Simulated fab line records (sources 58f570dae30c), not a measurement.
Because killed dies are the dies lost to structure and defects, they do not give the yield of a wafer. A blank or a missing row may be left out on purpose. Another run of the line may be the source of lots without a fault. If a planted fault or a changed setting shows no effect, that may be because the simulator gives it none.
The same fault as seen by 2 desks / flow berkeleyCmos170 / what lay behind the numbers comes last; until then each desk has only its own

## THE TOOL OWNER'S DESK: pvdSputter-03
The tool's own readings at UCB170_M1_SPUTTER_00 (material Al, target thk 600 nm, time 80 s): means of the sampled wafers that have a number, for each lot that ran on this tool. Marked OUT: a lot whose mean sits more than 4 standard deviations from the usual mean, which makes it out of limits; the brackets give that distance.
Columns: A = throttleValvePct at UCB170_M1_SPUTTER_00, usual 30.0 %
lot=L367; first seen here=day 8 02:17; A=30.4
lot=L371; first seen here=day 8 19:57; A=29.8
lot=L376; first seen here=day 9 05:31; A=30.2
lot=L375; first seen here=day 9 07:18; A=29.7
lot=L377; first seen here=day 10 13:22; A=30.1
Finding of this desk: none of the 5 lots has anything out of limits.

## METROLOGY DESK
What the gauges read for every lot (on any tool): the sampled wafers with a number, averaged. Marked OUT: a lot whose mean sits more than 4 standard deviations from the usual mean, which makes it out of limits; the brackets give that distance.
Columns: A = PSD_TW at UCB170_PSD_TW_MEAS_10, usual 2336; B = NSD_RS at UCB170_SDANNEAL_RS_MEAS_03, usual 37.30 ohm/sq; C = M1_AL_RS at UCB170_M1_RS_MEAS_01, usual 0.0485 ohm/sq; D = M1_AL_THK at UCB170_M1_THK_MEAS_02, usual 601 nm
lot=L369; first seen here=day 7 13:10; A=2310; B=37.25; C=0.0481; D=606
lot=L368; first seen here=day 7 13:27; A=2356; B=37.38; C=0.0484; D=598
lot=L367; first seen here=day 7 13:33; A=2319; B=37.29; C=0.0486; D=600
lot=L371; first seen here=day 8 10:12; A=2350; B=37.22; C=0.0486; D=602
lot=L372; first seen here=day 8 10:19; A=2352; B=37.26; C=0.0485; D=603
lot=L376; first seen here=day 8 21:17; A=2349; B=37.32; C=0.0491; D=590
lot=L375; first seen here=day 8 21:46; A=2344; B=37.31; C=0.0484; D=600
lot=L373; first seen here=day 8 21:53; A=2336; B=37.31; C=0.0483; D=602
lot=L381; first seen here=day 10 00:27; A=2340; B=37.42; C=0.0484; D=606
lot=L380; first seen here=day 10 00:56; A=2340; B=37.29; C=0.0490; D=597
lot=L378; first seen here=day 10 00:58; A=2316; B=37.35; C=0.0485; D=603
lot=L377; first seen here=day 10 01:14; A=2314; B=37.19; C=0.0508 (+4.4) OUT; D=580
lot=L389; first seen here=day 11 19:28; A=2348; B=37.23; C=0.0487; D=593
Finding of this desk: L377 out of limits, first seen on L377 at day 10 13:28 (M1_AL_RS at UCB170_M1_RS_MEAS_01). L369, L368, L367, L371, L372, L376, L375, L373, L381, L380, L378, L389 stayed within limits.

## PUT TOGETHER
The metrology desk could have raised an alarm at day 10 13:28, on L377.
The desk of the tool owner found nothing out of limits.
On record at the tool owner's desk: L377, within its limits.
UCB170_M1_SPUTTER_00 was run on pvdSputter-03 by each of the lots named.

## WHAT WAS PUT IN BY THE SIMULATOR
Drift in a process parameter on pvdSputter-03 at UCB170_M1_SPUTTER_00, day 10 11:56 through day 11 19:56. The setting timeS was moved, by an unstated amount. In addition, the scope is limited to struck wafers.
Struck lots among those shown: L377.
Per desk, hours elapsed from the start of the fault to the first reading out of limits: for the metrology desk, 2.
